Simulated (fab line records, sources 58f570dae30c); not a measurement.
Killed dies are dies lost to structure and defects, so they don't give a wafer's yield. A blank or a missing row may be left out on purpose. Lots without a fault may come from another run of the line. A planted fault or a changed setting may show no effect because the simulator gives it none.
fab line records | flow berkeley_cmos170
record lots=6 wafers=18 last_day=14
route steps=331 shown SILICIDE@214 CONTACT@216
lots that met no fault: from a run of the same line without faults
start_h: hours from the record's first day to the start of the lot's first wafer shown | wait_h: hours since the lot's step before | " the same as in the row above | L1.1+2: a row that stands for several wafers | - no value, or no start given | * or withheld: withheld | < > ~ a bound
route shown NAME@n: a module of which the file shows steps, and the number in the route of the first | usual: mean/standard deviation of fault-free wafers | same: alike in all rows | chamber/n: place in a boat | sites: the reading at each site | _std_site: their standard deviation | _edge_site: outer sites' mean less inner sites' | radius_mm: how far each site lies from the wafer's centre | mask NAME#n: copy n | behind: the tool/chamber that last shaped the wafer | hold: why the lot was held/for how many hours/how that ended | device: the transistor (n, p or np) that didn't switch | end of line: the same wafers' tests at the end of the route | a step without rows: its recipe alone | killed: dies lost to structure and defects at the first sort, not the wafer's yield | map: a wafer's dies, x killed, . not, _ none there
set.NAME: the setting as run; set.NAME@STEP: as run at that earlier step | model.NAME: the simulator's own value behind a step, which no gauge read
lots at some steps of the route; a table a step, a row a wafer
services: from which hour (start_h, from the record's first day; less than 0 if before it) a tool's chamber was out of use, for how many hours, and why
## steps
# step UCB170_SILICIDE_RTA_04
# recipe temp_c=650 time_s=15 ambient=N2
# usual anneal_temp_c_max=652.2/0.77 lamp_power_pct=11.6/1.1 wafer_temp_C_max=653.1/1.1
# same time_s=15
# columns lot.wafer tool chamber start_h wait_h anneal_temp_c_max lamp_power_pct wafer_temp_C_max
L477.1 rtp_anneal-02 0 173.11 0.1 652.4 12.3 654.3
L477.2 " 0 " " 652.1 12.3 654.7
L477.4 " 0 " " 651.9 12.3 653.1
L493.1 rtp_anneal-01 0 255.17 0.1 653.4 10.1 652.2
L493.3 " 0 " " 653.7 10.1 652.1
L493.5 " 0 " " 652.0 10.1 652.3
L495.1 rtp_anneal-02 0 283.44 0.1 651.7 12.3 654.2
L495.5 " 0 " " 651.6 12.3 652.1
L495.6 " 0 " " 651.8 12.4 653.6
L497.1 rtp_anneal-02 0 293.35 0.1 651.4 12.3 654.1
L497.2 " 0 " " 651.6 12.4 654.5
L497.4 " 0 " " 651.4 12.4 654.1
L498.4 rtp_anneal-01 0 293.73 0.1 652.0 10.1 651.6
L498.5 " 0 " " 653.9 10.1 652.2
L498.6 " 0 " " 652.8 10.1 652.0
L499.2 rtp_anneal-02 0 302.46 0.1 651.8 12.4 652.8
L499.3 " 0 " " 652.4 12.4 654.3
L499.6 " 0 " " 652.1 12.4 652.6
# step UCB170_SILICIDE_WET_ETCH_05
# recipe chemistry=SPM time_s=45 temp_c=120 target=Ti
# step UCB170_CONTACT_CLEAN_00
# recipe chemistry=SPM temp_c=120 time_s=600
# step UCB170_CONTACT_CVD_01
# recipe material=PSG target_thk_nm=700 temp_c=450 precursor=SiH4/O2/PH3 time_s=2730 pressure_mtorr=300 sih4_flow_sccm=60 o2_flow_sccm=90 ph3_flow_sccm=25
# step UCB170_CONTACT_THK_MEAS_02
# recipe reads=PSG_of_CONTACT_CVD_01
# usual CONTACT_PSG_THK=677/6.6
# columns lot.wafer tool chamber start_h wait_h CONTACT_PSG_THK[nm]
L477.1 film_metro-03 - 175.16 0.0 665
L477.2 " - " " 665
L477.4 " - " " 662
L493.1 film_metro-02 - 258.74 0.0 673
L493.3 " - " " 674
L493.5 " - " " 669
L495.1 film_metro-02 - 285.77 0.0 675
L495.5 " - " " 668
L495.6 " - " " 667
L497.1 film_metro-03 - 295.42 0.0 678
L497.2 " - " " 676
L497.4 " - " " 680
L498.4 film_metro-01 - 296.36 0.1 681
L498.5 " - " " 681
L498.6 " - " " 677
L499.2 film_metro-01 - 305.48 0.0 682
L499.3 " - " " 680
L499.6 " - " " 681
# step UCB170_CONTACT_HMDS_03
# recipe prime_time_s=60 prime_temp_c=100
# step UCB170_CONTACT_COAT_04
# recipe resist=KrF spin_rpm=1500 resist_thk_nm=900
# step UCB170_CONTACT_SOFTBAKE_05
# recipe resist=KrF temp_c=130 time_s=60
# step UCB170_CONTACT_STRIP_06
# recipe chemistry=O2 power_w=400 pressure_mtorr=3500 platen_temp_c=withheld o2_flow_sccm=400 overash_fraction=0.5
# usual drypump_motor_current_A=5.51/0.27 o2_flow_sccm=400.1/1.2 oes_product_au=0.735/0.0046 strip_time_to_endpoint_s=21.98/0.072
# columns lot.wafer tool chamber start_h wait_h drypump_motor_current_A o2_flow_sccm oes_product_au rf_hours_counter_h strip_time_to_endpoint_s
L477.1 plasma_asher-03 1 175.96 0.1 5.56 400.2 0.738 6 22.00
L477.2 " 0 " " 5.26 402.1 0.730 6 22.01
L477.4 " 0 " " 5.21 402.3 0.735 - 22.01
L493.1 plasma_asher-03 1 259.25 0.1 5.60 400.6 0.729 15 22.01
L493.3 " 0 " " 5.19 398.9 0.736 - 22.01
L493.5 " 0 " " 5.21 399.3 0.735 - 22.02
L495.1 plasma_asher-02 0 286.33 0.1 5.84 401.1 0.734 59 21.98
L495.5 " 1 " " 5.30 399.5 0.743 - 21.98
L495.6 " 0 " " 5.84 401.6 0.742 - 21.98
L497.1 plasma_asher-04 1 296.42 0.1 6.01 400.1 0.733 53 22.08
L497.2 " 0 " " 5.46 400.1 0.735 53 22.09
L497.4 " 1 " " 6.03 399.6 0.735 - 22.05
L498.4 plasma_asher-02 1 297.46 0.1 5.29 400.1 0.740 - 22.12
L498.5 " 1 " " 5.28 400.0 0.737 - 22.09
L498.6 " 0 " " 5.81 400.5 0.729 - 22.12
L499.2 plasma_asher-02 0 305.99 0.1 5.86 398.7 0.737 61 21.85
L499.3 " 0 " " 5.84 400.5 0.733 - 21.91
L499.6 " 0 " " 5.82 400.7 0.732 - 21.90
# step UCB170_CONTACT_CLEAN_07
# recipe chemistry=SPM temp_c=120 time_s=600
# step UCB170_CONTACT_RTA_08
# recipe temp_c=900 time_s=10 ambient=N2
# usual anneal_temp_c_max=903.6/1.3 lamp_power_pct=26.2/2.7 wafer_temp_C_max=903.7/1.5
# same time_s=10
# columns lot.wafer tool chamber start_h wait_h anneal_temp_c_max lamp_power_pct wafer_temp_C_max
L477.1 rtp_anneal-02 0 176.25 0.0 903.5 28.8 904.3
L477.2 " 0 " " 902.8 28.8 905.1
L477.4 " 0 " " 902.4 28.8 907.0
L493.1 rtp_anneal-02 0 259.54 0.0 902.3 28.8 903.5
L493.3 " 0 " " 902.3 28.8 905.3
L493.5 " 0 " " 902.8 28.8 903.6
L495.1 rtp_anneal-02 0 286.64 0.0 901.5 28.8 904.8
L495.5 " 0 " " 901.8 28.8 907.0
L495.6 " 0 " " 901.9 28.8 904.8
L497.1 rtp_anneal-02 0 296.87 0.0 902.3 28.8 903.9
L497.2 " 0 " " 902.3 28.8 904.5
L497.4 " 0 " " 901.9 28.8 904.8
L498.4 rtp_anneal-01 0 298.81 0.0 904.7 23.5 902.1
L498.5 " 0 " " 905.0 23.5 903.0
L498.6 " 0 " " 905.6 23.5 902.6
L499.2 rtp_anneal-02 0 306.27 0.0 902.1 28.8 906.4
L499.3 " 0 " " 902.6 28.8 905.9
L499.6 " 0 " " 902.5 28.8 904.9
# step UCB170_CONTACT_COAT_09
# recipe resist=BARC temp_c=withheld time_s=withheld spin_rpm=3000 resist_thk_nm=withheld
# step UCB170_CONTACT_COAT_10
# recipe resist=KrF spin_rpm=1500 resist_thk_nm=900
# usual dispense_pressure_kPa=50/4.1
# columns lot.wafer tool chamber start_h wait_h dispense_pressure_kPa model.KrF_of_CONTACT_COAT_10.thk_nm
L477.1 litho_track-01 0 176 - 52 900.8
L477.2 " 0 " " 52 900.2
L477.4 " 0 " " 52 897.3
L493.1 litho_track-03 0 260 - 57 897.8
L493.3 " 0 " " 57 896.3
L493.5 " 0 " " 57 897.6
L495.1 litho_track-01 0 286 - 52 1038
L495.5 " 0 " " 52 1037
L495.6 " 0 " " 52 1041
L497.1 litho_track-01 0 297 - 52 1041
L497.2 " 0 " " 52 1047
L497.4 " 0 " " 52 1042
L498.4 litho_track-02 0 299 - 46 899
L498.5 " 0 " " 46 897
L498.6 " 0 " " 46 897.3
L499.2 litho_track-02 0 306 - 46 901.4
L499.3 " 0 " " 46 899
L499.6 " 0 " " 46 898.2
# step UCB170_CONTACT_SOFTBAKE_11
# recipe resist=KrF temp_c=130 time_s=60
# step UCB170_CONTACT_EXPOSE_12
# recipe mask_id=CONT target_cd_nm=700 na=0.5 sigma_outer=0.6 source_shape=conventional dose_mj=35
# step UCB170_CONTACT_PEB_13
# recipe peb_temp_c=130 peb_time_s=withheld resist=KrF
# step UCB170_CONTACT_DEVELOP_14
# recipe developer=TMAH develop_time_s=45 resist=KrF dev_temp_c=21
# step UCB170_CONTACT_CD_MEAS_15
# recipe target_cd_nm=700
# usual cd_nm=699.6/1.6
# columns lot.wafer tool chamber start_h wait_h cd_nm
L477.1 cd_sem-01 - 177.23 - 701.2
L477.2 " - " " 700.8
L477.4 " - " " 700.6
L493.1 cd_sem-01 - 261.48 - 699.8
L493.3 " - " " 700.5
L493.5 " - " " 701.4
L495.1 cd_sem-02 - 287.69 - 694.1
L495.5 " - " " 693.9
L495.6 " - " " 694.1
L497.1 cd_sem-01 - 298.25 - 692.9
L497.2 " - " " 694.3
L497.4 " - " " 693.3
L498.4 cd_sem-02 - 300.59 - 698.7
L498.5 " - " " 698.8
L498.6 " - " " 698.9
L499.2 cd_sem-01 - 307.31 - 699.4
L499.3 " - " " 700.6
L499.6 " - " " 698.7
# step UCB170_CONTACT_OVL_MEAS_16
# usual CONTACT_OVL=-4/6.1
# columns lot.wafer tool chamber start_h wait_h CONTACT_OVL[nm]
L477.1 overlay-01 - 177.35 0.1 9
L477.2 " - " " -1
L477.4 " - " " 0
L493.1 overlay-02 - 261.60 0.1 -4
L493.3 " - " " -1
L493.5 " - " " -3
L495.1 overlay-01 - 287.81 0.1 2
L495.5 " - " " -9
L495.6 " - " " -9
L497.1 overlay-02 - 298.37 0.1 -1
L497.2 " - " " 1
L497.4 " - " " -5
L498.4 overlay-02 - 300.67 0.1 -12
L498.5 " - " " -5
L498.6 " - " " -14
L499.2 overlay-02 - 307.42 0.1 7
L499.3 " - " " 2
L499.6 " - " " 6
# step UCB170_CONTACT_ETCH_17
# recipe chemistry=N2/H2 target_depth_a=withheld overetch_a=withheld target=BARC time_s=withheld source_w=500 bias_w=101.4 pressure_mtorr=30 n2_flow_sccm=100 h2_flow_sccm=200
# usual drypump_motor_current_A=5.7/0.4 oes_product_au=0.990/0.027 throttle_valve_pct=13.20/0.11
# columns lot.wafer tool chamber start_h wait_h drypump_motor_current_A oes_product_au throttle_valve_pct model.CONTACT.cd_nm
L477.1 rie_diel-01 1 177.39 0.0 6.0 0.981 13.14 700.2
L477.2 " 2 " " 4.9 0.989 13.04 700.4
L477.4 " 2 " " 5.0 0.993 13.03 699.9
L493.1 rie_diel-03 1 261.64 0.0 6.4 1.029 13.26 700.3
L493.3 " 2 " " 5.8 1.053 13.45 700.3
L493.5 " 2 " " 5.8 1.042 13.46 701.1
L495.1 rie_diel-01 3 287.85 0.0 5.8 0.975 13.09 693.6
L495.5 " 0 " " 6.2 0.953 13.25 693.3
L495.6 " 1 " " 6.0 0.987 13.18 692
L497.1 rie_diel-03 2 298.40 0.0 5.7 1.029 13.44 692.4
L497.2 " 1 " " 6.4 1.031 13.25 694.4
L497.4 " 0 " " 5.3 0.947 13.03 693.5
L498.4 rie_diel-04 2 300.69 0.0 5.8 0.984 13.25 698.4
L498.5 " 0 " " 6.2 1.029 13.13 700.4
L498.6 " 3 " " 5.5 1.001 13.34 699.9
L499.2 rie_diel-03 0 307.45 0.0 5.2 0.942 13.04 699.1
L499.3 " 2 " " 5.8 1.037 13.44 699.9
L499.6 " 2 " " 5.8 1.036 13.44 698.4
# step UCB170_CONTACT_ETCH_18
# recipe chemistry=CHF3/CF4/Ar target=PSG stop_on=TiSi2 CHF3_flow_sccm=45 cf4_flow_sccm=15 Ar_flow_sccm=150 pressure_mtorr=200 rf_w=700 target_depth_a=8400 over_etch_frac=0.2 time_s=195
# usual cf4_flow_sccm=15.00/0.051 drypump_motor_current_A=5.7/0.4 oes_product_au=0.876/0.014 throttle_valve_pct=6.87/0.1
# same time_s=195
# columns lot.wafer tool chamber start_h wait_h cf4_flow_sccm drypump_motor_current_A oes_product_au rf_hours_counter_h throttle_valve_pct model.KrF_of_CONTACT_COAT_10.thk_nm model.CONTACT.cd_nm
L477.1 rie_diel-01 1 - - 15.01 6.0 0.856 13 6.79 694 700.6
L477.2 " 2 " " 14.91 5.0 0.883 18 6.74 693.2 699.4
L477.4 " 2 " " 15.00 4.9 0.884 - 6.74 690.9 699.3
L493.1 rie_diel-03 1 - - 14.98 6.3 0.877 25 7.03 691.9 699.9
L493.3 " 2 " " 15.00 5.8 0.887 3 7.06 689 700.5
L493.5 " 2 " " 14.89 5.8 0.878 - 7.04 688.6 701.4
L495.1 rie_diel-01 3 - - 15.04 5.8 0.878 41 6.83 834.6 694.3
L495.5 " 0 " " 14.97 6.2 0.850 - 6.87 836.9 692.6
L495.6 " 1 " " 14.92 6.0 0.851 - 6.79 833.8 692.6
L497.1 rie_diel-03 2 - - 14.98 5.8 0.884 5 7.03 832.3 693.1
L497.2 " 1 " " 14.98 6.3 0.879 27 7.00 838.4 695.1
L497.4 " 0 " " 15.08 5.2 0.870 13 6.72 845.4 693.4
L498.4 rie_diel-04 2 - - 14.96 5.8 0.898 7 6.95 695.6 698.7
L498.5 " 0 " " 15.10 6.1 0.873 - 6.79 683.8 699.7
L498.6 " 3 " " 15.10 5.5 0.877 - 6.94 692.4 699.4
L499.2 rie_diel-03 0 - - 14.99 5.3 0.879 14 6.73 705.4 698.5
L499.3 " 2 " " 15.06 5.8 0.884 5 7.04 691.2 700.3
L499.6 " 2 " " 14.98 5.7 0.887 - 7.05 690 698.5
# step UCB170_CONTACT_STRIP_19
# recipe chemistry=O2 power_w=400 pressure_mtorr=3500 platen_temp_c=withheld o2_flow_sccm=400 overash_fraction=0.5
# usual drypump_motor_current_A=5.54/0.27 o2_flow_sccm=400.1/1.2 oes_product_au=0.725/0.0048
# columns lot.wafer tool chamber start_h wait_h drypump_motor_current_A o2_flow_sccm oes_product_au rf_hours_counter_h
L477.1 plasma_asher-04 1 177.64 - 6.00 398.1 0.730 43
L477.2 " 0 " " 5.44 399.6 0.728 43
L477.4 " 0 " " 5.43 400.0 0.728 -
L493.1 plasma_asher-02 0 261.81 - 5.83 398.4 0.716 57
L493.3 " 1 " " 5.29 398.8 0.728 -
L493.5 " 0 " " 5.81 399.4 0.722 -
L495.1 plasma_asher-03 1 288.02 - 5.57 400.2 0.730 17
L495.5 " 0 " " 5.19 400.9 0.728 -
L495.6 " 1 " " 5.56 400.3 0.731 -
L497.1 plasma_asher-04 0 298.57 - 5.45 402.2 0.725 53
L497.2 " 1 " " 5.99 400.6 0.727 53
L497.4 " 0 " " 5.45 401.3 0.727 -
L498.4 plasma_asher-03 0 300.89 - 5.21 400.3 0.727 -
L498.5 " 0 " " 5.17 398.3 0.732 -
L498.6 " 1 " " 5.60 401.0 0.717 -
L499.2 plasma_asher-03 0 307.62 - 5.23 399.6 0.725 19
L499.3 " 0 " " 5.22 399.2 0.723 -
L499.6 " 0 " " 5.22 401.0 0.721 -
## services
# columns tool chamber start_h hours kind
rie_diel-03 - 152.39 1.2 repair
rie_diel-03 2 166.31 - clean
rie_diel-03 2 166.31 28.7 scheduled_down
rie_diel-03 2 166.31 28.7 vent_cycle
rie_diel-01 0 172.65 - clean
rie_diel-01 0 172.65 19.6 scheduled_down
rie_diel-01 0 172.65 19.6 vent_cycle
rie_diel-03 3 172.67 4.9 repair
rie_diel-01 3 176.95 17.2 repair
rie_diel-04 0 179.32 10.0 repair
rie_diel-03 3 195.04 - clean
rie_diel-03 3 195.04 19.4 scheduled_down
rie_diel-03 3 195.04 19.4 vent_cycle
rie_diel-04 2 199.01 1.7 repair
rie_diel-04 2 203.03 2.4 repair
rtp_anneal-01 - 213.07 4.9 pm
rie_diel-04 0 214.54 6.8 repair
plasma_asher-04 - 250.51 2.0 repair
rie_diel-01 - 258.58 1.2 repair
rie_diel-01 3 266.61 2.8 repair
rie_diel-04 2 274.14 1.5 repair
rie_diel-01 - 306.59 0.4 repair
## key
first_sign step=UCB170_CONTACT_CD_MEAS_15 reading=cd_nm direction=down sigmas=3.6 usual=699.6 struck=693.8
effect none on later readings
model_effect step=UCB170_CONTACT_COAT_10 value=KrF_of_CONTACT_COAT_10.thk_nm without=896.6 struck=1041
model_effect step=UCB170_CONTACT_ETCH_17 value=CONTACT.cd_nm without=699.1 struck=693.2
model_effect step=UCB170_CONTACT_ETCH_18 value=KrF_of_CONTACT_COAT_10.thk_nm without=692.5 struck=836.9
met_at UCB170_CONTACT_COAT_10
struck_wafers L495.1,L495.5,L495.6,L497.1,L497.2,L497.4
tester_left_out L495,L497
onset_between 176 286
fault kind=process_parameter_drift tool=litho_track-01 chamber=- onset_h=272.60 steps=UCB170_CONTACT_COAT_10 channel=resist_thk_nm offset=* shape=step end_h=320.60 acts_in=* stated=*
# tester_left_out: of these lots the tester's yield and bins aren't shown, on N5 and GAA mostly nor the transistor test; their killed dies are dies lost to structure and defects alone, not to doping, threshold or leakage, so they don't give the yield
